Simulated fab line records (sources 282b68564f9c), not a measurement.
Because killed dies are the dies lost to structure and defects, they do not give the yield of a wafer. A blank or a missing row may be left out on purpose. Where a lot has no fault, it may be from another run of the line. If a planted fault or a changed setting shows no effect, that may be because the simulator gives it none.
Struck lot and sound lot, side by side -- flow rit cmos -- 15 out of 202 route steps
Sound: these wafers, L206.1, L206.5, L206.6. The struck wafers were L212.2, L212.3, L212.6. Last of all comes the cause.
Order at every step that has rows: each side's tool, ch and its chambers, its first start. Under that, the readings that differ: sound wafers -- struck wafers -- difference of the means -- sigmas: that difference in standard deviations of wafers without a fault.
alike: a reading whose means differ by less than 2 such deviations, as well as words and numbers matching on both sides. not compared: withheld readings; readings where some wafer has no value; bounds like >300 that might hide an equal value; numbers whose values overlap and for which the record gives no deviation.
The two part at a step that has a row with sigmas, a row that says differs or no value, or rows on one side only. When numbers do not overlap yet have no deviation, they are printed without sigmas and do not part them. A reading missing from all wafers of one side parts the sides only when that side holds two or more wafers.

RIT_NSD_TW_MEAS_10:
  sound on film metro-04 at day 5 06:20; struck on film metro-03 at day 6 11:34
  alike: NSD_TW
then, 6 steps without rows for these wafers: RIT_PSD_HMDS_00 (prime time 60 s); RIT_PSD_COAT_01 (resist thk 1000 nm); RIT_PSD_SOFTBAKE_02 (time 60 s); RIT_PSD_EXPOSE_03 (exposes mask M10, target cd 40900 nm); RIT_PSD_PEB_04; RIT_PSD_DEVELOP_05 (develop time 50 s).
RIT_PSD_OVL_MEAS_06:
  sound on overlay-02 at day 5 07:14; struck on overlay-01 at day 6 12:29
  alike: PSD_OVL
then, 2 steps without rows for these wafers: RIT_PSD_HARDBAKE_07 (time 60 s); RIT_PSD_IMPLANT_08.
RIT_PSD_STRIP_09: strips in O2, time 180 s.
  sound on plasma asher-02 ch 0,1, day 5 07:40; struck on plasma asher-03 ch 0, day 6 12:49
  alike: drypump motor current A, o2 flow sccm, rf refl power W
  not compared: rf hours counter h
RIT_PSD_TW_MEAS_10:
  sound on film metro-01 at day 5 07:50; struck on film metro-01 at day 6 12:59
  alike: PSD_TW
RIT_SDANNEAL_CLEAN_00: cleans in SC1, time 600 s.
  sound on wet bench-03 ch 1, day 5 07:53; struck on wet bench-03 ch 0, day 6 13:02
  no value came back on the struck wafers for bath guard temp C (C), bath heat duty pct (%); on the sound wafers bath guard temp C (C) reads 75.5 75.1 75.1
then, 1 step without rows for these wafers: RIT_SDANNEAL_CLEAN_01 (cleans in dHF, time 30 s).
RIT_M1_PROBE_99:
  the record has rows for the sound wafers here (prober-01, day 5 16:01) and none for the struck ones

## WHERE THEY PART
First at RIT_SDANNEAL_CLEAN_00; last, within this record, at RIT_M1_PROBE_99.

WHY: what the simulator had put in
Beginning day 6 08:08, the whole step at RIT_SDANNEAL_CLEAN_00 was skipped on wet bench-03. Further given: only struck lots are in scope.
